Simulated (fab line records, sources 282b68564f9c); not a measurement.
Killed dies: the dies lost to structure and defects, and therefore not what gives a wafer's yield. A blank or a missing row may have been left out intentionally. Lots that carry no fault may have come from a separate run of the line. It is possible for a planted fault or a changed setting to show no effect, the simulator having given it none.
fab line records | flow ritCmos
[record] lots = 7 | wafers = 21 | lastDay = 7
route steps=202 shown NRETRO@60 PRETRO@64 GATE@75 M1@202
lots that met no fault: taken from a fault-free run of the same line
startH: start of the lot's first displayed wafer, in hours after the record's first day | waitH: hours since the lot's step before | " the same as in the row above | L1.1+2: a row that stands for several wafers | - no value, or no start given | * or withheld: withheld | < > ~ a bound
route shown NAME@n: NAME is a module with steps in the file, n the number in the route of the first one | usual: the fault-free wafers' mean and standard deviation | same: alike in all rows | chamber/n: place in a boat | sites: each site's reading | _std_site: the values' standard deviation | _edge_site: the outer-site mean with the inner-site mean subtracted | radiusMm: how far each site lies from the wafer's centre | mask NAME#n: copy n | behind: the tool/chamber that last shaped the wafer | hold: why the lot went on hold/how many hours it stayed there/how the hold came to an end | device: whichever transistor did not switch (one of n, p or np) | end of line: the same wafers' tests at the end of the route | a step with no rows: only its recipe | killed: not the wafer's yield, but the dies lost to structure and defects at the first sort | map: dies across one wafer; x = killed, . = not, _ = none there
set.NAME: the setting as run; set.NAME@STEP: as run at that earlier step | model.NAME: the simulator's own value behind a step, which no gauge read
certain route steps with their lots: each step a table, each wafer a row
services: when a tool's chamber went out of use (startH, in hours from the record's first day, below 0 if earlier), for how many hours, and the reason
[[steps]]
[step RIT_NRETRO_HARDBAKE_07]
[recipe] resist = NOVOLAK | tempC = 140 | timeS = 120
[step RIT_NRETRO_IMPLANT_08]
[recipe] species = P | energyKev = 70 | doseCm2 = 1e+13 | tiltDeg = 7
[step RIT_NRETRO_STRIP_09]
[recipe] chemistry = O2 | timeS = 180 | resist = NOVOLAK | platenTempC = withheld | powerW = 500 | pressureMtorr = 4000 | o2FlowSccm = 4000
[usual] drypumpMotorCurrentA = 6.1/0.59
lot.wafer | tool           | chamber | startH | waitH | drypumpMotorCurrentA | rfHoursCounterH
L710.1    | plasmaAsher-03 | 1       | 39.57  | 0.1   | 5.7                  | 43
L710.2    | "              | 0       | "      | "     | 6.3                  | 43
L710.4    | "              | 1       | "      | "     | 5.8                  | -
L711.1    | plasmaAsher-02 | 1       | 46.33  | 0.1   | 4.9                  | 37
L711.4    | "              | 1       | "      | "     | 4.9                  | -
L711.6    | "              | 1       | "      | "     | 4.9                  | -
L712.3    | plasmaAsher-04 | 0       | 51.60  | 0.1   | 5.9                  | -
L712.4    | "              | 1       | "      | "     | 6.5                  | -
L712.5    | "              | 1       | "      | "     | 6.6                  | -
L713.2    | plasmaAsher-02 | 0       | 56.15  | 0.1   | 6.8                  | 37
L713.4    | "              | 1       | "      | "     | 5.0                  | -
L713.5    | "              | 1       | "      | "     | 4.9                  | -
L714.1    | plasmaAsher-04 | 1       | 61.81  | 0.1   | 6.6                  | 27
L714.3    | "              | 0       | "      | "     | 5.9                  | -
L714.4    | "              | 1       | "      | "     | 6.6                  | -
L722.1    | plasmaAsher-04 | 1       | 99.74  | 0.1   | 6.6                  | 30
L722.2    | "              | 0       | "      | "     | 5.9                  | 30
L722.6    | "              | 0       | "      | "     | 5.9                  | -
L728.2    | plasmaAsher-04 | 0       | 130.05 | 0.1   | 5.9                  | 33
L728.4    | "              | 1       | "      | "     | 6.6                  | -
L728.6    | "              | 1       | "      | "     | 6.6                  | -
[step RIT_NRETRO_TW_MEAS_10]
[usual] NRETRO_TW = 1048/9.5
lot.wafer | tool         | chamber | startH | waitH | NRETRO_TW
L710.1    | filmMetro-02 | -       | 39.74  | 0.1   | 1044
L710.2    | "            | -       | "      | "     | 1045
L710.4    | "            | -       | "      | "     | 1039
L711.1    | filmMetro-01 | -       | 46.51  | 0.1   | 1058
L711.4    | "            | -       | "      | "     | 1060
L711.6    | "            | -       | "      | "     | 1057
L712.3    | filmMetro-03 | -       | 51.73  | 0.1   | 1033
L712.4    | "            | -       | "      | "     | 1040
L712.5    | "            | -       | "      | "     | 1046
L713.2    | filmMetro-02 | -       | 56.33  | 0.1   | 1046
L713.4    | "            | -       | "      | "     | 1045
L713.5    | "            | -       | "      | "     | 1042
L714.1    | filmMetro-02 | -       | 61.98  | 0.1   | 1037
L714.3    | "            | -       | "      | "     | 1037
L714.4    | "            | -       | "      | "     | 1038
L722.1    | filmMetro-03 | -       | 99.92  | 0.1   | 1041
L722.2    | "            | -       | "      | "     | 1044
L722.6    | "            | -       | "      | "     | 1039
L728.2    | filmMetro-01 | -       | 130.23 | 0.1   | 1061
L728.4    | "            | -       | "      | "     | 1057
L728.6    | "            | -       | "      | "     | 1057
[step RIT_PRETRO_HMDS_00]
[recipe] primeTimeS = 60 | primeTempC = 140
[step RIT_PRETRO_COAT_01]
[recipe] resist = NOVOLAK | spinRpm = 2000 | resistThkNm = 1300
[step RIT_PRETRO_SOFTBAKE_02]
[recipe] resist = NOVOLAK | tempC = 90 | timeS = 60
[step RIT_PRETRO_EXPOSE_03]
[recipe] maskId = M5 | na = 0.57 | targetCdNm = 43700 | doseMj = 250
[step RIT_PRETRO_PEB_04]
[recipe] resist = NOVOLAK | tempC = withheld | timeS = withheld
[step RIT_PRETRO_DEVELOP_05]
[recipe] resist = NOVOLAK | developTimeS = 68 | devTempC = 23
[step RIT_PRETRO_OVL_MEAS_06]
[usual] PRETRO_OVL = 0.0/1.5
lot.wafer | tool       | chamber | startH | waitH | PRETRO_OVL[nm]
L710.1    | overlay-01 | -       | 40.68  | -     | 0.0
L710.2    | "          | -       | "      | "     | -2.1
L710.4    | "          | -       | "      | "     | 0.0
L711.1    | overlay-02 | -       | 47.45  | -     | -1.3
L711.4    | "          | -       | "      | "     | -0.1
L711.6    | "          | -       | "      | "     | -0.3
L712.3    | overlay-01 | -       | 52.79  | -     | -0.8
L712.4    | "          | -       | "      | "     | 0.9
L712.5    | "          | -       | "      | "     | -0.9
L713.2    | overlay-02 | -       | 57.27  | -     | -1.2
L713.4    | "          | -       | "      | "     | 0.1
L713.5    | "          | -       | "      | "     | -0.2
L714.1    | overlay-02 | -       | 63.05  | -     | 0.5
L714.3    | "          | -       | "      | "     | -0.2
L714.4    | "          | -       | "      | "     | -1.5
L722.1    | overlay-02 | -       | 100.86 | -     | -0.3
L722.2    | "          | -       | "      | "     | -0.8
L722.6    | "          | -       | "      | "     | -1.6
L728.2    | overlay-02 | -       | 131.47 | -     | -1.0
L728.4    | "          | -       | "      | "     | -0.6
L728.6    | "          | -       | "      | "     | -2.5
[step RIT_PRETRO_HARDBAKE_07]
[recipe] resist = NOVOLAK | tempC = 140 | timeS = 120
[step RIT_PRETRO_IMPLANT_08]
[recipe] species = B | energyKev = 45 | doseCm2 = 1.2e+13 | tiltDeg = 7
[usual] beamEnergyKeV = 44.997/0.014 | beamOnS = 9.98/0.2 | endStationPressureTorr = 5e-06/3e-07
lot.wafer | tool         | chamber | startH | waitH | beamEnergyKeV | beamOnS | endStationPressureTorr | model.implant.rpNm | model.implant.drpNm
L710.1    | implanter-03 | 0       | 40.97  | 0.2   | 29.225        | 10.19   | 4.9e-06                | 94.83              | 42.09
L710.2    | "            | 0       | "      | "     | 29.263        | 9.83    | 4.6e-06                | 94.83              | 42.09
L710.4    | "            | 0       | "      | "     | 29.243        | 9.80    | 5.1e-06                | 94.83              | 42.09
L711.1    | implanter-04 | 0       | 47.73  | 0.2   | 44.993        | 9.84    | 5e-06                  | 150.5              | 55.07
L711.4    | "            | 0       | "      | "     | 45.006        | 10.00   | 5e-06                  | 150.5              | 55.07
L711.6    | "            | 0       | "      | "     | 45.002        | 10.01   | 4.9e-06                | 150.5              | 55.07
L712.3    | implanter-02 | 0       | 53.12  | 0.2   | 45.019        | 10.28   | 4.3e-06                | 143.3              | 55.07
L712.4    | "            | 0       | "      | "     | 44.997        | 10.47   | 4.8e-06                | 143.3              | 55.07
L712.5    | "            | 0       | "      | "     | 45.000        | 10.14   | 5.3e-06                | 143.3              | 55.07
L713.2    | implanter-03 | 0       | 57.57  | 0.2   | 29.242        | 10.08   | 4.7e-06                | 95.16              | 42.09
L713.4    | "            | 0       | "      | "     | 29.236        | 10.09   | 5.1e-06                | 95.16              | 42.09
L713.5    | "            | 0       | "      | "     | 29.249        | 10.07   | 5.3e-06                | 95.16              | 42.09
L714.1    | implanter-03 | 0       | 63.33  | 0.2   | 29.255        | 9.59    | 5.5e-06                | 97.65              | 42.09
L714.3    | "            | 0       | "      | "     | 29.249        | 9.75    | 5.2e-06                | 97.65              | 42.09
L714.4    | "            | 0       | "      | "     | 29.254        | 9.94    | 4.9e-06                | 97.65              | 42.09
L722.1    | implanter-02 | 0       | 101.14 | 0.2   | 44.994        | 9.79    | 5.1e-06                | 142                | 55.07
L722.2    | "            | 0       | "      | "     | 44.994        | 9.79    | 5.2e-06                | 142                | 55.07
L722.6    | "            | 0       | "      | "     | 45.022        | 10.49   | 5.2e-06                | 142                | 55.07
L728.2    | implanter-03 | 0       | 131.78 | 0.2   | 45.008        | 9.77    | 4.6e-06                | 148.2              | 55.07
L728.4    | "            | 0       | "      | "     | 45.004        | 10.18   | 4.8e-06                | 148.2              | 55.07
L728.6    | "            | 0       | "      | "     | 45.023        | 9.55    | 5e-06                  | 148.2              | 55.07
[step RIT_PRETRO_STRIP_09]
[recipe] chemistry = O2 | timeS = 180 | resist = NOVOLAK | platenTempC = withheld | powerW = 500 | pressureMtorr = 4000 | o2FlowSccm = 4000
[usual] drypumpMotorCurrentA = 6.0/0.49
lot.wafer | tool           | chamber | startH | waitH | drypumpMotorCurrentA | rfHoursCounterH
L710.1    | plasmaAsher-03 | 0       | 41.12  | 0.1   | 6.3                  | 43
L710.2    | "              | 1       | "      | "     | 5.8                  | 43
L710.4    | "              | 1       | "      | "     | 5.8                  | -
L711.1    | plasmaAsher-02 | 1       | 47.88  | 0.1   | 4.9                  | 37
L711.4    | "              | 0       | "      | "     | 6.8                  | -
L711.6    | "              | 1       | "      | "     | 4.9                  | -
L712.3    | plasmaAsher-01 | 0       | 53.27  | 0.1   | 6.1                  | -
L712.4    | "              | 1       | "      | "     | 6.0                  | -
L712.5    | "              | 0       | "      | "     | 6.1                  | -
L713.2    | plasmaAsher-01 | 1       | 57.70  | 0.1   | 6.0                  | 39
L713.4    | "              | 1       | "      | "     | 6.0                  | -
L713.5    | "              | 0       | "      | "     | 6.1                  | -
L714.1    | plasmaAsher-03 | 0       | 63.48  | 0.1   | 6.3                  | 45
L714.3    | "              | 1       | "      | "     | 5.8                  | -
L714.4    | "              | 0       | "      | "     | 6.4                  | -
L722.1    | plasmaAsher-01 | 1       | 101.29 | 0.1   | 6.0                  | 45
L722.2    | "              | 0       | "      | "     | 6.1                  | 45
L722.6    | "              | 0       | "      | "     | 6.1                  | -
L728.2    | plasmaAsher-01 | 0       | 131.90 | 0.1   | 6.1                  | 48
L728.4    | "              | 1       | "      | "     | 6.0                  | -
L728.6    | "              | 1       | "      | "     | 6.0                  | -
[step RIT_PRETRO_TW_MEAS_10]
[usual] PRETRO_TW = 475/4.5
lot.wafer | tool         | chamber | startH | waitH | PRETRO_TW
L710.1    | filmMetro-04 | -       | 41.29  | 0.1   | 448
L710.2    | "            | -       | "      | "     | 448
L710.4    | "            | -       | "      | "     | 446
L711.1    | filmMetro-03 | -       | 48.06  | 0.1   | 471
L711.4    | "            | -       | "      | "     | 468
L711.6    | "            | -       | "      | "     | 474
L712.3    | filmMetro-04 | -       | 53.41  | 0.1   | 483
L712.4    | "            | -       | "      | "     | 483
L712.5    | "            | -       | "      | "     | 481
L713.2    | filmMetro-02 | -       | 57.88  | 0.1   | 439
L713.4    | "            | -       | "      | "     | 437
L713.5    | "            | -       | "      | "     | 437
L714.1    | filmMetro-04 | -       | 63.66  | 0.1   | 444
L714.3    | "            | -       | "      | "     | 445
L714.4    | "            | -       | "      | "     | 445
L722.1    | filmMetro-04 | -       | 101.47 | 0.1   | 474
L722.2    | "            | -       | "      | "     | 473
L722.6    | "            | -       | "      | "     | 476
L728.2    | filmMetro-04 | -       | 132.09 | 0.1   | 477
L728.4    | "            | -       | "      | "     | 479
L728.6    | "            | -       | "      | "     | 475
[step RIT_GATE_WET_ETCH_00]
[recipe] chemistry = BOE | target = SiO2 | targetDepthNm = 56 | timeS = 60 | dry = n2Spin | dilution = 10:1 | tempC = 21.5
[step RIT_M1_PROBE_99]
[usual] killedAtContacts = 0.1/0.28 | killedAtFrontEnd = 6.5/3 | killedDies = 7/3 | killedOpen = 3.2/2 | killedShort = 3.2/1.9
[same] grossDies = 264 | killed_at_M0_to_M3 = 0 | killed_at_M4_up = 0 | killedAtBackSide = 0 | killedAtOther = 0
lot.wafer | tool      | chamber | startH | waitH | killedAtContacts | killedAtFrontEnd | killedDies | killedOpen | killedShort | model.etest.nmos_0p3.rOnOhmUm | model.etest.nmos_0p15.rOnOhmUm | model.etest.nmosTurned.driveUaUm | model.etest.nmos_0p15.driveUaUm | model.etest.nmosNarrow.driveUaUm | model.etest.nmos_0p3.driveUaUm | model.etest.nmos_0p15.swingMvDec | model.etest.ring.delayPs
L710.1    | prober-01 | -       | 71.37  | 0.1   | 0                | 3                | 3          | 2          | 1           | 2411                          | 1184                           | 264.2                            | 413.6                           | 183.5                            | 181.5                          | 88.01                            | 28.56
L710.2    | prober-01 | -       | 71.42  | 0.1   | 0                | 6                | 6          | 2          | 4           | 2444                          | 1240                           | 259.2                            | 402.4                           | 183.6                            | 179.1                          | 87.88                            | 29.45
L710.4    | prober-01 | -       | 71.52  | 0.2   | 0                | 11               | 11         | 6          | 5           | 2464                          | 1200                           | 256.8                            | 405.2                           | 182.9                            | 177.4                          | 88.34                            | 28.85
L711.1    | prober-02 | -       | 75.49  | 0.1   | 0                | 4                | 4          | 1          | 3           | 2192                          | 1121                           | 330.7                            | 490                             | 222.3                            | 224.3                          | 87.41                            | 25.52
L711.4    | prober-02 | -       | 75.64  | 0.2   | 0                | 3                | 3          | 2          | 1           | 2261                          | 1156                           | 307                              | 463                             | 211                              | 214                            | 87.58                            | 26.82
L711.6    | prober-02 | -       | 75.74  | 0.2   | 0                | 7                | 7          | 3          | 4           | 2226                          | 1140                           | 312.1                            | 458.1                           | 208.6                            | 212.8                          | 87.26                            | 27.3
L712.3    | prober-01 | -       | 77.76  | 0.2   | 0                | 3                | 3          | 3          | 0           | 2221                          | 1157                           | 309.5                            | 451.4                           | 212.7                            | 216.4                          | 86.24                            | 27.83
L712.4    | prober-01 | -       | 77.81  | 0.2   | 0                | 15               | 15         | 9          | 6           | 2232                          | 1158                           | 307.6                            | 447.8                           | 212.7                            | 215.2                          | 86.33                            | 28.03
L712.5    | prober-01 | -       | 77.86  | 0.2   | 0                | 7                | 7          | 3          | 4           | 2220                          | 1161                           | 307.4                            | 458.9                           | 212                              | 214.5                          | 86.8                             | 27.16
L713.2    | prober-02 | -       | 82.96  | 0.1   | 0                | 4                | 4          | 1          | 3           | 2522                          | 1278                           | 258.9                            | 386.4                           | 172.2                            | 172.8                          | 88.3                             | 31.11
L713.4    | prober-02 | -       | 83.06  | 0.2   | 0                | 6                | 6          | 2          | 4           | 2514                          | 1275                           | 263.8                            | 394.4                           | 175.4                            | 176.3                          | 88.59                            | 30.32
L713.5    | prober-02 | -       | 83.11  | 0.2   | 0                | 5                | 5          | 2          | 3           | 2543                          | 1280                           | 264.8                            | 394.3                           | 173.3                            | 173.4                          | 88.89                            | 30.43
L714.1    | prober-01 | -       | 90.33  | 0.1   | 0                | 6                | 6          | 3          | 3           | 2432                          | 1243                           | 253.5                            | 395.3                           | 176.3                            | 179.5                          | 87.56                            | 29.61
L714.3    | prober-01 | -       | 90.43  | 0.2   | 0                | 8                | 8          | 4          | 4           | 2480                          | 1277                           | 249.2                            | 391.7                           | 178.5                            | 179.8                          | 87.17                            | 30.07
L714.4    | prober-01 | -       | 90.48  | 0.2   | 0                | 9                | 9          | 4          | 5           | 2452                          | 1237                           | 269                              | 401.2                           | 180.1                            | 181.6                          | 87.83                            | 29.28
L722.1    | prober-01 | -       | 126.13 | 0.1   | 0                | 5                | 5          | 2          | 2           | 2105                          | 1064                           | 341.4                            | 478.7                           | 227.2                            | 224.3                          | 86.38                            | 26.15
L722.2    | prober-01 | -       | 126.18 | 0.1   | 1                | 1                | 2          | 1          | 1           | 2178                          | 1142                           | 337.1                            | 478.7                           | 232.1                            | 228.2                          | 85.99                            | 26.35
L722.6    | prober-01 | -       | 126.38 | 0.2   | 0                | 1                | 1          | 0          | 1           | 2108                          | 1067                           | 343.3                            | 476.2                           | 230.9                            | 226.9                          | 86.17                            | 26.52
L728.2    | prober-01 | -       | 160.11 | 0.1   | 0                | 3                | 3          | 0          | 3           | 2094                          | 1122                           | 330.3                            | 485.4                           | 241.8                            | 236.4                          | 84.67                            | 26.53
L728.4    | prober-01 | -       | 160.21 | 0.2   | 1                | 4                | 5          | 0          | 5           | 2169                          | 1174                           | 319.9                            | 471.1                           | 240.3                            | 233.1                          | 84.58                            | 27.48
L728.6    | prober-01 | -       | 160.31 | 0.2   | 0                | 10               | 10         | 7          | 3           | 2138                          | 1129                           | 321                              | 471                             | 237.6                            | 231.9                          | 84.78                            | 27.55
// killed by level:class
L710.1 FOX1:geometricParticle:short=1 GATE:geometricParticle:open=1 REOX:geometricParticle:open=1
L710.2 FOX1:geometricParticle:open=1 FOX2:geometricParticle:short=1 GATE:geometricParticle:short=1 REOX:geometricParticle:open=1 REOX:geometricParticle:short=1 SPACER:geometricParticle:short=1
L710.4 GATE:geometricParticle:short=2 REOX:geometricParticle:open=2 FOX1:geometricParticle:short=1 FOX1:geometricParticle:open=1 GATE:geometricParticle:open=1 REOX:geometricParticle:short=1 SPACER:geometricParticle:open=1 SILICIDE:geometricParticle:short=1
L711.1 GATE:geometricParticle:short=2 GATE:geometricParticle:open=1 REOX:geometricParticle:short=1
L711.4 GATE:geometricParticle:short=1 GATE:geometricParticle:open=1 SILICIDE:geometricParticle:open=1
L711.6 ACTIVE:geometricParticle:open=1 FOX1:geometricParticle:short=1 FOX1:geometricParticle:open=1 GATE:geometricParticle:short=1 REOX:geometricParticle:open=1 REOX:geometricParticle:short=1 SILICIDE:geometricParticle:short=1
L712.3 GATE:geometricParticle:open=1 REOX:geometricParticle:open=1 SPACER:geometricParticle:open=1
L712.4 GATE:geometricParticle:open=4 REOX:geometricParticle:open=3 GATE:geometricParticle:short=2 SILICIDE:geometricParticle:open=2 FOX1:geometricParticle:short=1 REOX:geometricParticle:short=1 SPACER:geometricParticle:short=1 SILICIDE:geometricParticle:short=1
L712.5 FOX1:geometricParticle:short=1 GATE:geometricParticle:short=1 GATE:geometricParticle:open=1 REOX:geometricParticle:short=1 REOX:geometricParticle:open=1 SILICIDE:geometricParticle:open=1 SILICIDE:geometricParticle:short=1
L713.2 FOX2:geometricParticle:short=1 GATE:geometricParticle:open=1 GATE:geometricParticle:short=1 SILICIDE:geometricParticle:short=1
L713.4 GATE:geometricParticle:short=3 FOX1:geometricParticle:open=1 GATE:geometricParticle:open=1 REOX:geometricParticle:short=1
L713.5 GATE:geometricParticle:short=2 FOX1:geometricParticle:open=1 GATE:geometricParticle:open=1 SILICIDE:geometricParticle:short=1
L714.1 GATE:geometricParticle:open=2 GATE:geometricParticle:short=2 FOX1:geometricParticle:open=1 SILICIDE:geometricParticle:short=1
L714.3 FOX2:geometricParticle:open=2 GATE:geometricParticle:short=2 SILICIDE:geometricParticle:short=2 GATE:geometricParticle:open=1 SPACER:geometricParticle:open=1
L714.4 GATE:geometricParticle:short=4 GATE:geometricParticle:open=3 SPACER:geometricParticle:open=1 SPACER:geometricParticle:short=1
L722.1 GATE:geometricParticle:open=2 FOX2:geometricParticle:short=1 GATE:geometricParticle:short=1 NLDD:coatMicrobubblePrinted=1
L722.2 FOX2:geometricParticle:short=1 CONTACT:geometricParticle:open=1
L722.6 FOX1:geometricParticle:short=1
L728.2 REOX:geometricParticle:short=2 FOX1:geometricParticle:short=1
L728.4 GATE:geometricParticle:short=2 FOX1:geometricParticle:short=1 SPACER:geometricParticle:short=1 CONTACT:geometricParticle:short=1
L728.6 GATE:geometricParticle:open=3 FOX1:geometricParticle:open=2 GATE:geometricParticle:short=2 SPACER:geometricParticle:open=2 SPACER:geometricParticle:short=1
[[services]]
tool           | chamber | startH | hours | kind
implanter-02   | -       | 25.15  | 0.7   | repair
implanter-04   | -       | 27.00  | 2.8   | repair
implanter-04   | -       | 37.16  | 0.6   | repair
implanter-02   | -       | 41.72  | 3.7   | repair
implanter-03   | -       | 41.97  | 2.5   | repair
implanter-04   | -       | 47.88  | 2.1   | pm
plasmaAsher-02 | -       | 50.39  | 3.1   | repair
plasmaAsher-04 | -       | 78.37  | 17.6  | repair
implanter-04   | -       | 106.25 | 1.9   | repair
plasmaAsher-03 | -       | 108.75 | 9.0   | pm
plasmaAsher-03 | 0       | 108.75 | 9.0   | ventCycle
plasmaAsher-03 | 1       | 108.75 | 9.0   | ventCycle
plasmaAsher-02 | -       | 111.69 | 0.8   | repair
implanter-03   | -       | 113.44 | 3.2   | repair
plasmaAsher-03 | 0       | 117.75 | -     | clean
plasmaAsher-03 | 1       | 117.75 | -     | clean
plasmaAsher-01 | -       | 122.12 | 4.2   | pm
[[key]]
[firstSign] step = RIT_PRETRO_IMPLANT_08 | reading = beamEnergyKeV | direction = down | sigmas = 99+ | usual = 44.997 | struck = 29.246
[effect] step = RIT_PRETRO_TW_MEAS_10 | reading = PRETRO_TW | direction = down | sigmas = 7.1 | usual = 475 | struck = 443
[modelEffect] step = RIT_PRETRO_IMPLANT_08 | value = implant.rpNm | without = 145 | struck = 95.88
[modelEffect] step = RIT_M1_PROBE_99 | value = etest.nmos_0p3.rOnOhmUm | without = 2207 | struck = 2474
metAt RIT_PRETRO_IMPLANT_08
struckWafers L710.1,L710.2,L710.4,L713.2,L713.4,L713.5,L714.1,L714.3,L714.4
testerLeftOut L710,L713,L714
[fault] kind = processParameterDrift | tool = implanter-03 | chamber = - | onsetH = 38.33 | steps = RIT_PRETRO_IMPLANT_08 | channel = energyKev | offset = -15.75 | shape = step | endH = 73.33 | actsIn = theseRecipesOnly | stated = 45
// testerLeftOut: of these lots the tester's yield and bins aren't shown, on N5 and GAA mostly nor the transistor test; their killed dies are dies lost to structure and defects alone, not to doping, threshold or leakage, so they don't give the yield
